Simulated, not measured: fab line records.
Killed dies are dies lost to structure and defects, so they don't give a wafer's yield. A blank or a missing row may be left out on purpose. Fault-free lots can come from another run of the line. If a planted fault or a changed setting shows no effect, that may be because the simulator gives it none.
Code-filled problem report in 8D (eight disciplines) form -- flow ritCmos -- the parts of the form that need people (team, actions taken, sign-off) are left out

## 1. THE PROBLEM
Mean of runLengthS at RIT_CONTACT_STRIP_12: 202.0 s across 3 wafers in 2 lots; on wafers with no fault it is 208.3 s (standard deviation 0.41). That is -15 standard deviations from the usual mean.
The step: strips in O2, time 180 s.
The first sign was on wafer L556.3 at day 7 02:44, on plasmaAsher-03. Wafers with a number at this step in the record: 42, from 14 lots. By rule, "out" or "out of limits" means more than 4 standard deviations away from the usual mean. The other wafers with a number count as sound.

## 2. WHAT THIS IS AND IS NOT
question,is,is not
which readings at this step,runLengthS,"chamberPressureMTorr, drypumpMotorCurrentA"
which lots,"L556, L557","L540, L541, L542, L543, L544, L545, L546, L549, L550, L558, L559, L560"
which wafers of those lots,"L556.3, L556.5, L557.5","L556.1, L557.1, L557.4"
read on which tools,plasmaAsher-03,"plasmaAsher-02, plasmaAsher-04"
when,from day 7 02:44,"up to then (28 sound wafers); but 11 sound wafers of L557, L558, L559, L560 came after"

## 3. THE SUSPECTS, EACH WITH WHAT RULES IT OUT
Counting: if a tool at a process step up to the reading ran every lot that is out, it stays a suspect. Sound lots after the first of them don't rule it out here, since some wafers of a struck lot are sound.
- plasmaAsher-03 at RIT_NLDD_STRIP_09 (strips in O2, time 180 s): kept. Ran every lot that is out, first one L556 (day 6 16:01); last sound lot up to then L545 (day 4 10:25).
- plasmaAsher-03 at RIT_CONTACT_STRIP_12 (strips in O2, time 180 s): kept. Ran every lot that is out, first one L556 (day 7 02:44); last sound lot up to then L549 (day 5 15:34). Out on those wafers are its own readings of runLengthS.
- Within plasmaAsher-03 at RIT_CONTACT_STRIP_12, the wafers that are out were processed in chamber 1 and their sound lot-mates in chamber 0.
What counting leaves: plasmaAsher-03 at RIT_NLDD_STRIP_09 and plasmaAsher-03 at RIT_CONTACT_STRIP_12.

## 4. THE CAUSE (what the simulator had put in)
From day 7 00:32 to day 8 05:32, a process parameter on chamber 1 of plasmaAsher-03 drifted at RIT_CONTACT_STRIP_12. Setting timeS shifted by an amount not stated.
Counting leaves 2 suspects; this tool is one of them.

## 5. THE EFFECT CHAIN, in route order
Each row: a reading whose mean over the struck wafers that have a number lies more than 3 standard deviations from the usual. Scope: only readings with a usual standard deviation given in the record; hours: median across lots of the time from each lot's start at the first step in this table that gives one to its start at this step; sigmas: change in usual standard deviations.
hours,step,reading,usual,on struck wafers,change,sigmas
0,RIT_CONTACT_STRIP_12,runLengthS,208.3 s,202.0,-6.3,-15
Process steps it contains:
- RIT_CONTACT_STRIP_12: strips in O2, time 180 s.
Later measuring or inspecting steps at which every struck wafer that the step has a row for has a number for every such reading, and none has moved that far: RIT_M1_BOW_MEAS_16.

## 6. WHAT WOULD HAVE CAUGHT IT SOONER
The fault began at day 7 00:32; the first out-of-limits reading in this record came at day 7 02:44, 2 hours later.
